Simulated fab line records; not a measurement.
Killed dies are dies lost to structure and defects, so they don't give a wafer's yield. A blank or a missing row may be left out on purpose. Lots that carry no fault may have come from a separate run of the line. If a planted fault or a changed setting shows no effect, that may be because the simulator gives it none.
Lot-split experiment	flow berkeley-cmos170	5 lots, 23 wafers read, on a route of 331 steps

## ON THE SPLIT
At UCB170_V1_ETCH_14 (etches SiO2 in CHF3/CF4/Ar, stops on Al, target depth 1250 nm, time 291 s), the setting time-s was moved away from the recipe's 291 s on 7 of the 23 wafers read, by +11.1% to +12.1%. All remaining wafers had this setting at the recipe value.

The reading is taken at the split's own step.

## THE READING
KrF_of_V1_COAT_07.thk-nm (the simulator's own value, which no gauge read), in nm, at UCB170_V1_ETCH_14 (etches SiO2 in CHF3/CF4/Ar, stops on Al, target depth 1250 nm, time 291 s). No usual value for it is given in the file. Here, 16 wafers ran the recipe; their average is 606.4 nm with a standard deviation of 3.9 nm.

wafer	tool, chamber at the split	time-s as run, s	against the recipe	KrF_of_V1_COAT_07.thk-nm, nm	against lot-mates on the recipe
L075.1	rie-diel-02, 3	291	recipe	601.4	-
L075.2	rie-diel-02, 1	291	recipe	604.9	-
L075.3	rie-diel-02, 0	291	recipe	607.6	-
L075.4	rie-diel-02, 1	291	recipe	602.5	-
L075.5	rie-diel-02, 3	291	recipe	597.8	-
L079.1	rie-diel-01, 3	291	recipe	613.9	-
L079.2	rie-diel-01, 0	291	recipe	603.4	-
L079.3	rie-diel-01, 2	291	recipe	605.6	-
L079.4	rie-diel-01, 1	324.8	+11.6%	575.2	-32.4
L079.5	rie-diel-01, 0	324.8	+11.6%	571.4	-36.2
L080.2	rie-diel-04, 3	323.4	+11.1%	578.9	-30.8
L080.3	rie-diel-04, 0	291	recipe	610	-
L080.4	rie-diel-04, 1	291	recipe	609.5	-
L080.5	rie-diel-04, 1	291	recipe	609.7	-
L080.6	rie-diel-04, 2	323.4	+11.1%	573.6	-36.1
L082.2	rie-diel-04, 3	291	recipe	607	-
L082.4	rie-diel-04, 2	291	recipe	606	-
L082.6	rie-diel-04, 1	291	recipe	610	-
L085.2	rie-diel-01, 0	326.3	+12.1%	568.5	-37.7
L085.3	rie-diel-01, 2	326.3	+12.1%	579	-27.2
L085.4	rie-diel-01, 0	326.3	+12.1%	572.1	-34.1
L085.5	rie-diel-01, 2	291	recipe	608.5	-
L085.6	rie-diel-01, 0	291	recipe	603.9	-

FIT RESULTS
A straight line over all 23 wafers: KrF_of_V1_COAT_07.thk-nm changes by -2.76 nm for each +1% of time-s; r = -0.97; the points scatter about the line by 3.9 nm.
The same after taking each lot's own level away (the mean of its wafers on the recipe; 23 wafers): -2.86 nm for each +1%; r = -0.98; scatter 3.3 nm.
Per that fit: largest time-s move, reading shift of 35 nm.
Measured against the standard deviation above, the lots' own levels, which go from 602.84 to 609.73 nm, span 1.8 times it.
Hence the lot-to-lot level has little effect on the slope; both slopes agree.
Check: -34.2 nm against its lot-mates is what the line predicts for one of the wafers moved furthest among these (+12.1%) when that wafer is left out of the fit. It came out at -37.7 nm against them.

## THESE WAFERS: OTHER SPLITS
These wafers also went through other splits before the reading. Each is held against what the fit with the lots' levels taken away leaves over:
other split on the same wafers	wafers away from the commonest value	r with KrF_of_V1_COAT_07.thk-nm (lot level and that fit taken away)
UCB170_NWELL_CVD_04 time-s	18	-0.06
UCB170_NWELL_DEVELOP_11 dev-temp-c	7	+0.15
UCB170_PWELL_IMPLANT_15 dose-cm2	5	+0.03
UCB170_WELLDRIVE_OXIDATION_01 ox-time-s	18	-0.01
UCB170_NVT_IMPLANT_07 energy-kev	8	-0.33
UCB170_PLDD_IMPLANT_09 dose-cm2	8	-0.16
UCB170_NLDD_EXPOSE_03 dose-mj	6	+0.07
UCB170_NLDD_IMPLANT_08 dose-cm2	11	-0.22
UCB170_M1_SPUTTER_00 chamber-pressure-pa	18	+0.07
UCB170_M1_COAT_04 resist-thk-nm	6	-0.02

## THE WHOLE CHAIN: every reading that the file lists as answering this split, in the file's order
step	what it does	reading	change (the file's fit)	r (the file's)
UCB170_V1_ETCH_14	etches SiO2 in CHF3/CF4/Ar, stops on Al, target depth 1250 nm, time 291 s	KrF_of_V1_COAT_07.thk-nm (the simulator's own value, which no gauge read)	-2.89 nm for each +1% of the setting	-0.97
UCB170_V1_STRIP_15	strips in O2	strip-time-to-endpoint-s	withheld for each +1% of the setting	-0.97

## FILE'S OWN FIT
KrF_of_V1_COAT_07.thk-nm changes by -2.89 nm for each +1% of time-s, r = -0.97.
